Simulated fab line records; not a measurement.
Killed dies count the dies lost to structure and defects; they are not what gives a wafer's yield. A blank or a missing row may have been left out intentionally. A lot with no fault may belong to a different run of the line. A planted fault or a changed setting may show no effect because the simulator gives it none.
Split-lot experiment || flow berkeleyCmos170 || route with 331 steps; 5 lots, 23 wafers read

== THE SPLIT ==
At UCB170_PSD_PEB_04, the setting pebTempC was moved away from the recipe's 130 C on 9 of the 23 wafers read, by -2.3% to +0.8%. The other wafers ran this setting at the recipe's value.

== FROM THE SPLIT ON TO THE READING: in between, the file shows 1 step ==
- UCB170_PSD_DEVELOP_05: develop time 45 s

== THE READING ==
At UCB170_PSD_CD_MEAS_06: cdNm in nanometres, against a target cd of 1200 nm. Typical for fault-free wafers on this fab line: 1199.6 nm, with standard deviation 1.3 nm.

{"wafer": "L077.1", "tool, chamber at the split": "lithoTrack-01, 0", "pebTempC as run, C": 130, "against the recipe": "recipe", "cdNm, nm": 1196.8, "against lot-mates on the recipe": "-"}
{"wafer": "L077.2", "tool, chamber at the split": "lithoTrack-01, 0", "pebTempC as run, C": 130, "against the recipe": "recipe", "cdNm, nm": 1196.0, "against lot-mates on the recipe": "-"}
{"wafer": "L077.4", "tool, chamber at the split": "lithoTrack-01, 0", "pebTempC as run, C": 130, "against the recipe": "recipe", "cdNm, nm": 1196.4, "against lot-mates on the recipe": "-"}
{"wafer": "L077.5", "tool, chamber at the split": "lithoTrack-01, 0", "pebTempC as run, C": 130, "against the recipe": "recipe", "cdNm, nm": 1196.3, "against lot-mates on the recipe": "-"}
{"wafer": "L077.6", "tool, chamber at the split": "lithoTrack-01, 0", "pebTempC as run, C": 130, "against the recipe": "recipe", "cdNm, nm": 1197.3, "against lot-mates on the recipe": "-"}
{"wafer": "L080.1", "tool, chamber at the split": "lithoTrack-02, 0", "pebTempC as run, C": 130, "against the recipe": "recipe", "cdNm, nm": 1200.9, "against lot-mates on the recipe": "-"}
{"wafer": "L080.2", "tool, chamber at the split": "lithoTrack-02, 0", "pebTempC as run, C": 127, "against the recipe": "-2.3%", "cdNm, nm": 1177.1, "against lot-mates on the recipe": -22.9}
{"wafer": "L080.4", "tool, chamber at the split": "lithoTrack-02, 0", "pebTempC as run, C": 127, "against the recipe": "-2.3%", "cdNm, nm": 1176.6, "against lot-mates on the recipe": -23.4}
{"wafer": "L080.5", "tool, chamber at the split": "lithoTrack-02, 0", "pebTempC as run, C": 130, "against the recipe": "recipe", "cdNm, nm": 1199.0, "against lot-mates on the recipe": "-"}
{"wafer": "L080.6", "tool, chamber at the split": "lithoTrack-02, 0", "pebTempC as run, C": 127, "against the recipe": "-2.3%", "cdNm, nm": 1177.1, "against lot-mates on the recipe": -22.9}
{"wafer": "L082.1", "tool, chamber at the split": "lithoTrack-04, 0", "pebTempC as run, C": 130, "against the recipe": "recipe", "cdNm, nm": 1198.8, "against lot-mates on the recipe": "-"}
{"wafer": "L082.3", "tool, chamber at the split": "lithoTrack-04, 0", "pebTempC as run, C": 128.2, "against the recipe": "-1.4%", "cdNm, nm": 1185.6, "against lot-mates on the recipe": -13.0}
{"wafer": "L082.4", "tool, chamber at the split": "lithoTrack-04, 0", "pebTempC as run, C": 128.2, "against the recipe": "-1.4%", "cdNm, nm": 1186.6, "against lot-mates on the recipe": -12.0}
{"wafer": "L082.5", "tool, chamber at the split": "lithoTrack-04, 0", "pebTempC as run, C": 130, "against the recipe": "recipe", "cdNm, nm": 1198.3, "against lot-mates on the recipe": "-"}
{"wafer": "L082.6", "tool, chamber at the split": "lithoTrack-04, 0", "pebTempC as run, C": 128.2, "against the recipe": "-1.4%", "cdNm, nm": 1185.6, "against lot-mates on the recipe": -13.0}
{"wafer": "L085.1", "tool, chamber at the split": "lithoTrack-04, 0", "pebTempC as run, C": 130, "against the recipe": "recipe", "cdNm, nm": 1199.6, "against lot-mates on the recipe": "-"}
{"wafer": "L085.2", "tool, chamber at the split": "lithoTrack-04, 0", "pebTempC as run, C": 131.1, "against the recipe": "+0.8%", "cdNm, nm": 1205.2, "against lot-mates on the recipe": "+5.8"}
{"wafer": "L085.3", "tool, chamber at the split": "lithoTrack-04, 0", "pebTempC as run, C": 130, "against the recipe": "recipe", "cdNm, nm": 1199.2, "against lot-mates on the recipe": "-"}
{"wafer": "L085.4", "tool, chamber at the split": "lithoTrack-04, 0", "pebTempC as run, C": 131.1, "against the recipe": "+0.8%", "cdNm, nm": 1206.8, "against lot-mates on the recipe": "+7.4"}
{"wafer": "L085.5", "tool, chamber at the split": "lithoTrack-04, 0", "pebTempC as run, C": 131.1, "against the recipe": "+0.8%", "cdNm, nm": 1206.8, "against lot-mates on the recipe": "+7.4"}
{"wafer": "L084.1", "tool, chamber at the split": "lithoTrack-01, 0", "pebTempC as run, C": 130, "against the recipe": "recipe", "cdNm, nm": 1202.7, "against lot-mates on the recipe": "-"}
{"wafer": "L084.5", "tool, chamber at the split": "lithoTrack-01, 0", "pebTempC as run, C": 130, "against the recipe": "recipe", "cdNm, nm": 1200.3, "against lot-mates on the recipe": "-"}
{"wafer": "L084.6", "tool, chamber at the split": "lithoTrack-01, 0", "pebTempC as run, C": 130, "against the recipe": "recipe", "cdNm, nm": 1202.2, "against lot-mates on the recipe": "-"}

THE FIT
A straight line over all 23 wafers: cdNm changes by +9.35 nm for each +1% of pebTempC; r = +0.98; the points scatter about the line by 1.7 nm.
The same after taking each lot's own level away (the mean of its wafers on the recipe; 23 wafers): +9.52 nm for each +1%; r = +1.00; scatter 0.88 nm.
According to that fit, moving pebTempC by its largest amount changes the reading by 22 nm.
The span of the lots' own levels, 1196.56 to 1201.73 nm, comes to 4.0 times the standard deviation stated above.
Consequently the slope shifts little with the lot-to-lot level, the two slopes agreeing.
Check: with one of the wafers moved furthest among these (-2.3%) left out of the fit, the line predicts -22 nm for it against its lot-mates. It came out at -22.9 nm against them.

== OTHER SPLITS ON THESE WAFERS ==
Other splits were also applied to these wafers ahead of the reading. Each is held against what the fit with the lots' levels taken away leaves over:
{"other split on the same wafers": "UCB170_NWELL_IMPLANT_14 doseCm2", "wafers away from the commonest value": 11, "r with cdNm (lot level and that fit taken away)": "+0.04"}
{"other split on the same wafers": "UCB170_ACTIVE_COAT_08 resistThkNm", "wafers away from the commonest value": 7, "r with cdNm (lot level and that fit taken away)": "+0.25"}
{"other split on the same wafers": "UCB170_GATE_EXPOSE_09 doseMj", "wafers away from the commonest value": 8, "r with cdNm (lot level and that fit taken away)": -0.08}
{"other split on the same wafers": "UCB170_GATE_DEVELOP_11 devTempC", "wafers away from the commonest value": 9, "r with cdNm (lot level and that fit taken away)": -0.13}
{"other split on the same wafers": "UCB170_PLDD_IMPLANT_09 doseCm2", "wafers away from the commonest value": 9, "r with cdNm (lot level and that fit taken away)": -0.40}
{"other split on the same wafers": "UCB170_NLDD_IMPLANT_09 doseCm2", "wafers away from the commonest value": 6, "r with cdNm (lot level and that fit taken away)": "+0.04"}

== THE FILE'S OWN FIT ==
cdNm changes by +9.59 nm for each +1% of pebTempC, r = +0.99.
